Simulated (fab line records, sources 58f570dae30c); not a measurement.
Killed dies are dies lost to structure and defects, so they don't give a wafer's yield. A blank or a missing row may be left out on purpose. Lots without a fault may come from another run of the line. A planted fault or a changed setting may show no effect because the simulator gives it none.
fab line records | flow berkeley_cmos170 | part 1 of 2: steps 1 to 36 of 44
record lots=6 wafers=18 last_day=12
route steps=331 shown V1@260 M2@271 V2@292 M3@331
lots that met no fault: from a run of the same line without faults
start_h: hours from the record's first day to the start of the lot's first wafer shown | wait_h: hours since the lot's step before | " the same as in the row above | L1.1+2: a row that stands for several wafers | - no value, or no start given | * or withheld: withheld | < > ~ a bound
route shown NAME@n: a module of which the file shows steps, and the number in the route of the first | usual: mean/standard deviation of fault-free wafers | same: alike in all rows | chamber/n: place in a boat | sites: the reading at each site | _std_site: their standard deviation | _edge_site: outer sites' mean less inner sites' | radius_mm: how far each site lies from the wafer's centre | mask NAME#n: copy n | behind: the tool/chamber that last shaped the wafer | hold: why the lot was held/for how many hours/how that ended | device: the transistor (n, p or np) that didn't switch | end of line: the same wafers' tests at the end of the route | a step without rows: its recipe alone | killed: dies lost to structure and defects at the first sort, not the wafer's yield | map: a wafer's dies, x killed, . not, _ none there
set.NAME: the setting as run; set.NAME@STEP: as run at that earlier step | model.NAME: the simulator's own value behind a step, which no gauge read
lots at some steps of the route; a table a step, a row a wafer
services: from which hour (start_h, from the record's first day; less than 0 if before it) a tool's chamber was out of use, for how many hours, and why
## steps
# step UCB170_V1_HMDS_06
# recipe prime_time_s=60 prime_temp_c=100
# step UCB170_V1_COAT_07
# recipe resist=KrF spin_rpm=1500 resist_thk_nm=900
# step UCB170_V1_SOFTBAKE_08
# recipe resist=KrF temp_c=130 time_s=60
# step UCB170_V1_EXPOSE_09
# recipe mask_id=VIA1 target_cd_nm=700 na=0.5 sigma_outer=0.6 source_shape=conventional dose_mj=37
# step UCB170_V1_PEB_10
# recipe peb_temp_c=130 peb_time_s=withheld resist=KrF
# step UCB170_V1_DEVELOP_11
# recipe developer=TMAH develop_time_s=45 resist=KrF dev_temp_c=21
# step UCB170_V1_CD_MEAS_12
# recipe target_cd_nm=700
# usual cd_nm=699.9/1.4
# columns lot.wafer tool chamber start_h wait_h cd_nm
L323.1 cd_sem-02 - 176.75 - 698.5
L323.5 " - " " 699.2
L323.6 " - " " 697.8
L322.1 cd_sem-01 - 178.29 - 699.6
L322.3 " - " " 699.5
L322.5 " - " " 699.9
L336.1 cd_sem-02 - 238.25 - 700.1
L336.3 " - " " 701.8
L336.5 " - " " 698.8
L332.1 cd_sem-02 - 238.89 - 699.1
L332.5 " - " " 699.4
L332.6 " - " " 698.8
L343.2 cd_sem-01 - 272.07 - 700.5
L343.3 " - " " 700.8
L343.6 " - " " 700.2
L344.1 cd_sem-02 - 283.64 - 698.1
L344.4 " - " " 697.5
L344.6 " - " " 697.6
# step UCB170_V1_OVL_MEAS_13
# usual V1_OVL=0/5.8
# columns lot.wafer tool chamber start_h wait_h V1_OVL[nm]
L323.1 overlay-02 - 176.87 0.1 6
L323.5 " - " " 1
L323.6 " - " " -1
L322.1 overlay-01 - 178.41 0.1 -7
L322.3 " - " " 1
L322.5 " - " " -9
L336.1 overlay-01 - 238.37 0.1 -6
L336.3 " - " " -2
L336.5 " - " " -3
L332.1 overlay-01 - 239.01 0.1 -13
L332.5 " - " " -16
L332.6 " - " " -6
L343.2 overlay-01 - 272.18 0.1 -9
L343.3 " - " " -11
L343.6 " - " " -12
L344.1 overlay-01 - 283.76 0.1 2
L344.4 " - " " -2
L344.6 " - " " -11
# step UCB170_V1_ETCH_14
# recipe chemistry=CHF3/CF4/Ar target=SiO2 stop_on=Al CHF3_flow_sccm=45 cf4_flow_sccm=15 Ar_flow_sccm=150 pressure_mtorr=200 rf_w=700 target_depth_a=12500 over_etch_frac=0.25 time_s=291
# usual drypump_motor_current_A=5.5/0.44 oes_product_au=0.877/0.013 throttle_valve_pct=6.93/0.13
# columns lot.wafer tool chamber start_h wait_h drypump_motor_current_A oes_product_au rf_hours_counter_h throttle_valve_pct
L323.1 rie_diel-04 1 176.91 0.0 5.3 0.876 79 6.80
L323.5 " 2 " " 5.1 0.878 - 6.94
L323.6 " 3 " " 6.1 0.865 - 6.71
L322.1 rie_diel-03 3 178.44 0.0 5.7 0.878 10 6.79
L322.3 " 2 " " 4.7 0.878 58 6.92
L322.5 " 0 " " 5.3 0.902 - 7.02
L336.1 rie_diel-04 3 238.41 0.0 6.1 0.870 90 6.71
L336.3 " 0 " " 6.2 0.867 19 7.10
L336.5 " 3 " " 6.1 0.871 - 6.72
L332.1 rie_diel-04 0 239.05 0.0 6.2 0.863 19 7.10
L332.5 " 3 " " 6.1 0.863 - 6.72
L332.6 " 0 " " 6.2 0.867 - 7.10
L343.2 rie_diel-03 1 272.21 0.0 5.1 0.877 16 6.93
L343.3 " 3 " " 5.7 0.871 13 6.79
L343.6 " 2 " " 4.7 0.881 - 6.90
L344.1 rie_diel-04 0 283.79 0.0 6.2 0.867 21 7.09
L344.4 " 2 " " 5.1 0.884 116 6.94
L344.6 " 1 " " 5.3 0.886 - 6.79
# step UCB170_V1_STRIP_15
# recipe chemistry=O2 power_w=400 pressure_mtorr=3500 platen_temp_c=withheld o2_flow_sccm=400 overash_fraction=0.5
# usual drypump_motor_current_A=5.6/0.66 oes_product_au=0.722/0.0044 strip_time_to_endpoint_s=15.30/0.091
# columns lot.wafer tool chamber start_h wait_h drypump_motor_current_A oes_product_au rf_hours_counter_h strip_time_to_endpoint_s
L323.1 plasma_asher-01 0 177.08 0.1 4.8 0.722 39 15.40
L323.5 " 1 " " 5.5 0.719 - 15.23
L323.6 " 0 " " 4.8 0.713 - 15.09
L322.1 plasma_asher-04 1 178.62 0.1 6.1 0.717 7 15.30
L322.3 " 0 " " 6.7 0.719 - 15.20
L322.5 " 0 " " 6.7 0.722 - 15.26
L336.1 plasma_asher-04 1 238.59 0.1 6.1 0.722 15 15.24
L336.3 " 0 " " 6.7 0.723 - 15.32
L336.5 " 0 " " 6.7 0.716 - 15.33
L332.1 plasma_asher-01 0 239.23 0.1 4.8 0.722 46 15.42
L332.5 " 1 " " 5.5 0.725 - 15.25
L332.6 " 0 " " 4.8 0.723 - 15.42
L343.2 plasma_asher-04 0 272.38 0.1 6.7 0.722 19 15.41
L343.3 " 1 " " 6.1 0.716 - 15.28
L343.6 " 0 " " 6.7 0.727 - 15.39
L344.1 plasma_asher-04 0 283.97 0.1 6.7 0.726 20 15.38
L344.4 " 1 " " 6.0 0.720 - 15.31
L344.6 " 0 " " 6.7 0.721 - 15.37
# step UCB170_V1_CD_MEAS_90
# recipe target_cd_nm=700
# usual cd_nm=699.8/1.6
# columns lot.wafer tool chamber start_h wait_h cd_nm
L323.1 cd_sem-01 - 177.18 0.1 698.4
L323.5 " - " " 699.3
L323.6 " - " " 697.2
L322.1 cd_sem-02 - 178.72 0.1 698.6
L322.3 " - " " 698.9
L322.5 " - " " 699.9
L336.1 cd_sem-01 - 238.69 0.1 699.7
L336.3 " - " " 701.5
L336.5 " - " " 699.0
L332.1 cd_sem-01 - 239.33 0.1 698.9
L332.5 " - " " 698.8
L332.6 " - " " 698.3
L343.2 cd_sem-02 - 272.50 0.1 700.8
L343.3 " - " " 700.9
L343.6 " - " " 699.7
L344.1 cd_sem-01 - 284.07 0.1 697.7
L344.4 " - " " 697.1
L344.6 " - " " 697.7
# step UCB170_M2_PRE_CLEAN_00
# recipe gas=Ar preclean_etch_time_s=60
# step UCB170_M2_SPUTTER_01
# recipe material=Al target_thk_nm=900 time_s=120 power_w=6000 chamber_pressure_pa=0.5
# usual cathode_dc_power_W=5999.8/1.1 throttle_valve_pct=29.9/1.4
# columns lot.wafer tool chamber start_h wait_h cathode_dc_power_W throttle_valve_pct model.Al_of_M2_SPUTTER_01.thk_nm
L323.1 pvd_sputter-03 - 177.37 0.0 5999.2 29.3 881.7
L323.5 " - " " 5998.6 29.2 878.6
L323.6 " - " " 5999.0 30.7 877.6
L322.1 pvd_sputter-04 - 178.91 0.0 5999.1 29.3 897.6
L322.3 " - " " 5997.6 30.8 902.4
L322.5 " - " " 5999.9 28.5 907.3
L336.1 pvd_sputter-02 - 238.87 0.0 6126.6 30.1 918.6
L336.3 " - " " 6130.2 30.0 922.6
L336.5 " - " " 6131.4 29.7 913.9
L332.1 pvd_sputter-02 - 239.51 0.0 6128.4 30.8 921.5
L332.5 " - " " 6129.7 30.9 927.8
L332.6 " - " " 6126.4 29.7 917.4
L343.2 pvd_sputter-03 - 272.67 0.0 5999.4 30.4 901.3
L343.3 " - " " 5999.0 27.8 895.6
L343.6 " - " " 6000.4 30.4 899.6
L344.1 pvd_sputter-03 - 284.26 0.0 5999.8 30.3 908.6
L344.4 " - " " 5999.5 29.2 898.7
L344.6 " - " " 6000.2 32.9 901.7
# step UCB170_M2_RS_MEAS_02
# recipe thk_meas_gauge=four-point-probe reads=Al_of_M2_SPUTTER_01
# usual M2_AL_RS=0.0322/0.00034
# columns lot.wafer tool chamber start_h wait_h M2_AL_RS[ohm/sq]
L323.1 film_metro-04 - 177.45 0.0 0.0328
L323.5 " - " " 0.0330
L323.6 " - " " 0.0329
L322.1 film_metro-02 - 178.99 0.0 0.0322
L322.3 " - " " 0.0320
L322.5 " - " " 0.0319
L336.1 film_metro-02 - 238.96 0.0 0.0314
L336.3 " - " " 0.0313
L336.5 " - " " 0.0316
L332.1 film_metro-02 - 239.61 0.1 0.0314
L332.5 " - " " 0.0311
L332.6 " - " " 0.0315
L343.2 film_metro-01 - 272.77 0.1 0.0321
L343.3 " - " " 0.0322
L343.6 " - " " 0.0321
L344.1 film_metro-01 - 284.34 0.0 0.0318
L344.4 " - " " 0.0322
L344.6 " - " " 0.0320
# step UCB170_M2_THK_MEAS_03
# recipe thk_meas_gauge=xrf reads=Al_of_M2_SPUTTER_01
# usual M2_AL_THK=908/14
# columns lot.wafer tool chamber start_h wait_h M2_AL_THK[nm]
L323.1 film_metro-04 - 177.57 0.1 883
L323.5 " - " " 874
L323.6 " - " " 876
L322.1 film_metro-02 - 179.11 0.1 913
L322.3 " - " " 920
L322.5 " - " " 920
L336.1 film_metro-02 - 239.08 0.1 931
L336.3 " - " " 940
L336.5 " - " " 934
L332.1 film_metro-02 - 239.73 0.1 938
L332.5 " - " " 945
L332.6 " - " " 934
L343.2 film_metro-01 - 272.88 0.1 921
L343.3 " - " " 915
L343.6 " - " " 917
L344.1 film_metro-01 - 284.46 0.1 924
L344.4 " - " " 918
L344.6 " - " " 918
# step UCB170_M2_HMDS_04
# recipe prime_time_s=60 prime_temp_c=100
# step UCB170_M2_COAT_05
# recipe resist=KrF spin_rpm=1500 resist_thk_nm=900
# step UCB170_M2_SOFTBAKE_06
# recipe resist=KrF temp_c=130 time_s=60
# step UCB170_M2_STRIP_07
# recipe chemistry=O2 power_w=400 pressure_mtorr=3500 platen_temp_c=withheld o2_flow_sccm=400 overash_fraction=0.5
# usual drypump_motor_current_A=5.3/0.48 oes_product_au=0.734/0.0049 strip_time_to_endpoint_s=21.97/0.064
# columns lot.wafer tool chamber start_h wait_h drypump_motor_current_A oes_product_au rf_hours_counter_h strip_time_to_endpoint_s
L323.1 plasma_asher-01 1 179.31 0.1 5.4 0.742 40 21.93
L323.5 " 0 " " 4.8 0.734 - 21.93
L323.6 " 1 " " 5.5 0.734 - 21.92
L322.1 plasma_asher-01 0 180.48 0.1 4.8 0.730 40 22.00
L322.3 " 1 " " 5.5 0.737 - 21.90
L322.5 " 1 " " 5.5 0.729 - 21.91
L336.1 plasma_asher-03 1 239.59 0.1 6.1 0.739 54 21.94
L336.3 " 1 " " 6.1 0.734 - 21.93
L336.5 " 0 " " 5.0 0.733 - 21.98
L332.1 plasma_asher-03 1 240.66 0.1 6.1 0.732 54 21.99
L332.5 " 1 " " 6.1 0.742 - 22.04
L332.6 " 0 " " 5.0 0.739 - 22.02
L343.2 plasma_asher-02 0 273.48 0.1 5.1 0.733 58 22.07
L343.3 " 0 " " 5.1 0.721 - 22.08
L343.6 " 1 " " 5.9 0.735 - 21.97
L344.1 plasma_asher-01 1 285.03 0.1 5.4 0.732 51 22.06
L344.4 " 1 " " 5.4 0.734 - 22.06
L344.6 " 1 " " 5.4 0.736 - 22.06
# step UCB170_M2_STRIP_08
# recipe chemistry=DMSO temp_c=80 time_s=600 material=KrF
# step UCB170_M2_COAT_09
# recipe resist=BARC temp_c=withheld time_s=withheld spin_rpm=3000 resist_thk_nm=withheld
# step UCB170_M2_COAT_10
# recipe resist=KrF spin_rpm=1500 resist_thk_nm=900
# step UCB170_M2_SOFTBAKE_11
# recipe resist=KrF temp_c=130 time_s=60
# step UCB170_M2_EXPOSE_12
# recipe mask_id=METAL2 target_cd_nm=700 na=0.5 sigma_outer=0.6 source_shape=conventional dose_mj=26
# step UCB170_M2_PEB_13
# recipe peb_temp_c=130 peb_time_s=withheld resist=KrF
# step UCB170_M2_DEVELOP_14
# recipe developer=TMAH develop_time_s=45 resist=KrF dev_temp_c=21
# step UCB170_M2_CD_MEAS_15
# recipe target_cd_nm=700
# usual cd_nm=699.8/1.1
# columns lot.wafer tool chamber start_h wait_h cd_nm
L323.1 cd_sem-01 - 182.66 - 700.2
L323.5 " - " " 699.8
L323.6 " - " " 699.9
L322.1 cd_sem-01 - 183.79 - 698.5
L322.3 " - " " 698.5
L322.5 " - " " 699.5
L336.1 cd_sem-01 - 242.90 - 698.7
L336.3 " - " " 697.9
L336.5 " - " " 699.6
L332.1 cd_sem-02 - 242.97 - 699.4
L332.5 " - " " 699.8
L332.6 " - " " 699.6
L343.2 cd_sem-01 - 274.69 - 700.7
L343.3 " - " " 700.8
L343.6 " - " " 701.0
L344.1 cd_sem-01 - 286.29 - 700.3
L344.4 " - " " 700.9
L344.6 " - " " 700.0
# step UCB170_M2_OVL_MEAS_16
# usual M2_OVL=5/5
# columns lot.wafer tool chamber start_h wait_h M2_OVL[nm]
L323.1 overlay-01 - 182.78 0.1 10
L323.5 " - " " 10
L323.6 " - " " 4
L322.1 overlay-02 - 183.91 0.1 12
L322.3 " - " " 8
L322.5 " - " " 12
L336.1 overlay-01 - 243.02 0.1 -2
L336.3 " - " " -4
L336.5 " - " " 4
L332.1 overlay-02 - 243.09 0.1 10
L332.5 " - " " 6
L332.6 " - " " 6
L343.2 overlay-01 - 274.80 0.1 3
L343.3 " - " " 10
L343.6 " - " " 9
L344.1 overlay-01 - 286.41 0.1 -1
L344.4 " - " " 7
L344.6 " - " " 5
# step UCB170_M2_ETCH_17
# recipe chemistry=N2/H2 target_depth_a=withheld overetch_a=withheld target=BARC time_s=withheld source_w=500 bias_w=100 pressure_mtorr=30 n2_flow_sccm=100 h2_flow_sccm=200
# step UCB170_M2_METAL_ETCH_18
# recipe chemistry=Cl2/BCl3 target=Al stop_on=SiO2 pressure_mtorr=12 target_depth_a=11700 over_etch_frac=0.3 time_s=195 icp_w=600 bias_w=120 Cl2_flow_sccm=90 bcl3_flow_sccm=45
# usual bcl3_flow_sccm=44.99/0.13 bias_w=120.0/0.34 drypump_motor_current_A=5.6/0.58 oes_product_au=0.852/0.0085 throttle_valve_pct=24.35/0.2
# columns lot.wafer tool chamber start_h wait_h bcl3_flow_sccm bias_w drypump_motor_current_A oes_product_au rf_hours_counter_h throttle_valve_pct model.etch.depth_nm model.M2.feature_depth_nm
L323.1 rie_metal-01 0 182.86 - 45.04 120.1 5.1 0.852 4.3 24.05 881.7 938.8
L323.5 " 0 " " 45.15 120.0 5.1 0.856 - 24.03 878.6 935.8
L323.6 " 1 " " 45.11 120.1 5.1 0.840 - 24.50 877.6 935
L322.1 rie_metal-02 1 183.98 - 45.08 120.1 5.9 0.845 3.7 24.25 897.6 953.7
L322.3 " 0 " " 45.16 120.2 5.9 0.855 - 24.26 902.4 959.5
L322.5 " 0 " " 45.14 120.3 5.9 0.864 - 24.25 907.3 964.4
L336.1 rie_metal-03 0 243.10 - 45.16 119.9 4.7 0.866 6.7 24.68 918.6 976.1
L336.3 " 0 " " 45.05 120.3 4.7 0.873 - 24.67 922.6 980.1
L336.5 " 0 " " 44.88 120.0 4.7 0.865 - 24.68 913.9 970.8
L332.1 rie_metal-02 1 243.17 - 45.03 120.2 5.8 0.861 6.0 24.26 921.5 977.6
L332.5 " 0 " " 45.00 119.9 5.9 0.873 - 24.24 927.8 984.5
L332.6 " 1 " " 45.06 119.7 5.9 0.853 - 24.23 917.4 973.5
L343.2 rie_metal-01 0 274.87 - 44.88 120.0 5.1 0.855 7.0 24.04 901.3 958.1
L343.3 " 1 " " 44.80 120.6 5.1 0.850 - 24.50 895.6 952.3
L343.6 " 1 " " 44.85 120.2 5.1 0.852 - 24.50 899.6 956
L344.1 rie_metal-03 0 286.48 - 44.84 120.0 4.7 0.865 8.0 24.70 908.6 965.6
L344.4 " 1 " " 45.21 119.8 6.5 0.851 - 24.47 898.7 955.9
L344.6 " 1 " " 45.19 119.4 6.5 0.849 - 24.45 901.7 958.9
# step UCB170_M2_STRIP_19
# recipe chemistry=O2 power_w=400 pressure_mtorr=3500 platen_temp_c=withheld o2_flow_sccm=400 overash_fraction=0.5
# usual drypump_motor_current_A=5.4/0.47 oes_product_au=0.538/0.009
# columns lot.wafer tool chamber start_h wait_h drypump_motor_current_A oes_product_au rf_hours_counter_h
L323.1 plasma_asher-02 0 183.05 0.1 5.1 0.538 47
L323.5 " 0 " " 5.1 0.535 -
L323.6 " 1 " " 5.9 0.525 -
L322.1 plasma_asher-01 1 184.17 0.1 5.4 0.553 40
L322.3 " 1 " " 5.5 0.546 -
L322.5 " 1 " " 5.5 0.544 -
L336.1 plasma_asher-02 0 243.29 0.1 5.1 0.530 55
L336.3 " 0 " " 5.1 0.532 -
L336.5 " 0 " " 5.1 0.531 -
L332.1 plasma_asher-03 1 243.35 0.1 6.1 0.548 54
L332.5 " 1 " " 6.1 0.551 -
L332.6 " 0 " " 5.0 0.549 -
L343.2 plasma_asher-01 1 275.06 0.1 5.5 0.539 51
L343.3 " 1 " " 5.5 0.537 -
L343.6 " 1 " " 5.5 0.544 -
L344.1 plasma_asher-03 1 286.67 0.1 6.1 0.540 58
L344.4 " 1 " " 6.1 0.537 -
L344.6 " 1 " " 6.1 0.532 -
# step UCB170_M2_CD_MEAS_90
# recipe target_cd_nm=700
# usual cd_nm=699.6/2.6
# columns lot.wafer tool chamber start_h wait_h cd_nm
L323.1 cd_sem-01 - 183.19 0.1 697.6
L323.5 " - " " 696.2
L323.6 " - " " 699.1
L322.1 cd_sem-01 - 184.27 0.1 702.2
L322.3 " - " " 699.0
L322.5 " - " " 699.3
L336.1 cd_sem-01 - 243.50 0.2 699.5
L336.3 " - " " 702.1
L336.5 " - " " 699.3
L332.1 cd_sem-01 - 243.62 0.2 702.5
L332.5 " - " " 700.7
L332.6 " - " " 697.9
L343.2 cd_sem-02 - 275.18 0.1 703.8
L343.3 " - " " 701.1
L343.6 " - " " 703.0
L344.1 cd_sem-02 - 286.77 0.1 697.0
L344.4 " - " " 696.2
L344.6 " - " " 695.8
# step UCB170_V2_CVD_00
# recipe material=SiO2 target_thk_nm=2000 temp_c=390 precursor=TEOS/O2 time_s=250 rf_w=550 pressure_mtorr=9000
# step UCB170_V2_THK_MEAS_01
# recipe reads=SiO2_of_V2_CVD_00
# usual V2_TEOS_THK=2007/24
# columns lot.wafer tool chamber start_h wait_h V2_TEOS_THK[nm]
L323.1 film_metro-03 - 183.46 0.1 1986
L323.5 " - " " 2038
L323.6 " - " " 2012
L322.1 film_metro-03 - 184.55 0.1 2005
L322.3 " - " " 2001
L322.5 " - " " 2029
L336.1 film_metro-02 - 243.78 0.1 1984
L336.3 " - " " 2013
L336.5 " - " " 2049
L332.1 film_metro-02 - 243.90 0.1 1983
L332.5 " - " " 2006
L332.6 " - " " 2022
L343.2 film_metro-03 - 275.44 0.1 2000
L343.3 " - " " 2014
L343.6 " - " " 2029
L344.1 film_metro-01 - 287.05 0.1 2000
L344.4 " - " " 2009
L344.6 " - " " 2033
# step UCB170_V2_CMP_02
# recipe material=SiO2 down_force_psi=6 platen_rpm=60 pad_velocity_m_s=0.75398
# usual motor_current_A=16.1/2 slurry_flow_ml_min=150.0/0.46
# columns lot.wafer tool chamber start_h wait_h motor_current_A slurry_flow_ml_min
L323.1 cmp-02 3 183.67 0.2 14.8 150.1
L323.5 " 0 " " 13.4 149.4
L323.6 " 1 " " 14.5 149.3
L322.3 cmp-01 0 184.66 0.1 15.2 149.8
L322.1 " 2 " " 19.2 149.8
L322.5 " 3 " " 18.0 150.1
L336.3 cmp-02 2 243.89 0.1 18.4 150.2
L336.1 " 0 " " 13.3 149.7
L336.5 " 2 " " 17.2 150.2
L332.1 cmp-01 3 244.11 0.2 16.2 149.7
L332.5 " 0 " " 14.1 149.9
L332.6 " 1 " " 18.3 149.6
L343.3 cmp-01 1 275.54 0.1 17.4 150.4
L343.2 " 3 " " 17.5 150.1
L343.6 " 1 " " 18.0 150.0
L344.1 cmp-01 3 287.11 0.1 16.7 150.4
L344.4 " 0 " " 13.9 149.3
L344.6 " 0 " " 12.9 149.6
# step UCB170_V2_BOW_MEAS_03
# recipe mode=bow
# usual V2_BOW=36/7.2
# columns lot.wafer tool chamber start_h wait_h V2_BOW[um]
L323.1 film_metro-03 - 183.82 0.1 42
L323.5 " - " " 43
L323.6 " - " " 42
L322.1 film_metro-02 - 184.91 0.1 38
L322.3 " - " " 28
L322.5 " - " " 52
L336.1 film_metro-02 - 244.14 0.1 30
L336.3 " - " " 33
L336.5 " - " " 31
L332.1 film_metro-03 - 244.26 0.1 30
L332.5 " - " " 31
L332.6 " - " " 32
L343.2 film_metro-03 - 275.81 0.1 39
L343.3 " - " " 28
L343.6 " - " " 21
L344.1 film_metro-03 - 287.41 0.2 30
L344.4 " - " " 32
L344.6 " - " " 29
## key
first_sign step=UCB170_M2_SPUTTER_01 reading=cathode_dc_power_W direction=up sigmas=99+ usual=5999.8 struck=6128.8
effect step=UCB170_M2_RS_MEAS_02 reading=M2_AL_RS direction=down sigmas=2.4 usual=0.0322 struck=0.0314 wafers_moved=2
effect step=UCB170_M2_THK_MEAS_03 reading=M2_AL_THK direction=up sigmas=2.1 usual=908 struck=937
model_effect step=UCB170_M2_SPUTTER_01 value=Al_of_M2_SPUTTER_01.thk_nm without=900.9 struck=920.3
model_effect step=UCB170_M2_METAL_ETCH_18 value=etch.depth_nm without=900.9 struck=920.3
model_effect step=UCB170_V2_ETCH_14 value=Al_of_M2_SPUTTER_01.thk_nm without=902.9 struck=922.3
met_at UCB170_M2_SPUTTER_01
struck_wafers L332.1,L332.5,L332.6,L336.1,L336.3,L336.5
fault kind=process_parameter_drift tool=pvd_sputter-02 chamber=- onset_h=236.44 steps=UCB170_M2_SPUTTER_01 channel=power_w offset=129.19 shape=step end_h=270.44 acts_in=these_recipes_only stated=6000
